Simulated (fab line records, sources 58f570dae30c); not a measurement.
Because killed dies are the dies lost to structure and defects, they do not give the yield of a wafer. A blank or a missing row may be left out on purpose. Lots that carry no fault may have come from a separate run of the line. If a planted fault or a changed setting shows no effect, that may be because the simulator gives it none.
The same fault as seen by 2 desks    flow berkeley cmos170    what lay behind the numbers comes last; until then each desk has only its own

== DESK OF THE TOOL OWNER: implanter-02 ==
The tool's own readings at UCB170_PWELL_IMPLANT_15, given as means over the sampled wafers that have a number, one for each lot that went through this tool. The brackets show how far a lot's mean lies from the usual mean; more than 4 standard deviations puts the lot out of limits, marked OUT.
Columns: A = dose ions cm2 at UCB170_PWELL_IMPLANT_15, usual 5e+12; B = faraday current uA at UCB170_PWELL_IMPLANT_15, usual 15.9
lot   first seen here  A                B
L326  day 5 12:43      6e+12 (+94) OUT  17.5 (+5.1) OUT
L327  day 5 22:45      6e+12 (+94) OUT  17.7 (+5.8) OUT
This desk finds L326, L327 out of limits, L326 being first, at day 5 12:43 (dose ions cm2 at UCB170_PWELL_IMPLANT_15). In limits: none.

== METROLOGY DESK ==
Means of the sampled wafers that have a number, per lot and without regard to the tool the lot ran on: this is what the gauges read. The brackets show how far a lot's mean lies from the usual mean; more than 4 standard deviations puts the lot out of limits, marked OUT.
Columns: A = PWELL_TW at UCB170_PWELL_TW_MEAS_17, usual 381.3
lot   first seen here  A
L316  day 3 10:59      377.5
L318  day 3 18:18      384.3
L317  day 3 18:22      384.1
L321  day 4 08:40      379.8
L320  day 4 08:56      383.0
L322  day 4 19:40      381.1
L326  day 5 12:58      390.7 (+4.1) OUT
L327  day 5 23:00      391.8 (+4.6) OUT
L331  day 6 12:16      382.4
L332  day 6 12:32      379.3
L335  day 7 12:14      384.3
L336  day 7 12:26      383.0
L337  day 7 19:52      383.8
L339  day 8 05:14      379.4
Finding of this desk: L326, L327 out of limits, first seen on L326 at day 5 12:58 (PWELL_TW at UCB170_PWELL_TW_MEAS_17). L316, L318, L317, L321, L320, L322, L331, L332, L335, L336, L337, L339: within limits.

== ALL TOGETHER ==
The tool owner's desk had the chance to raise an alarm at day 5 12:43 on L326, L327.
An alarm was possible from the metrology desk at day 5 12:58, on L326, L327.
The lots listed all ran UCB170_PWELL_IMPLANT_15 on implanter-02.

== WHAT THE SIMULATOR PUT IN ==
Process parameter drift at UCB170_PWELL_IMPLANT_15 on implanter-02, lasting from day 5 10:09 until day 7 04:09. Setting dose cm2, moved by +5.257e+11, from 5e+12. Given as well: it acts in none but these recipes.
Struck lots among those shown: L326, L327.
Time in hours from fault onset to the first out-of-limits reading at each desk: tool owner's desk 3, metrology desk 3.
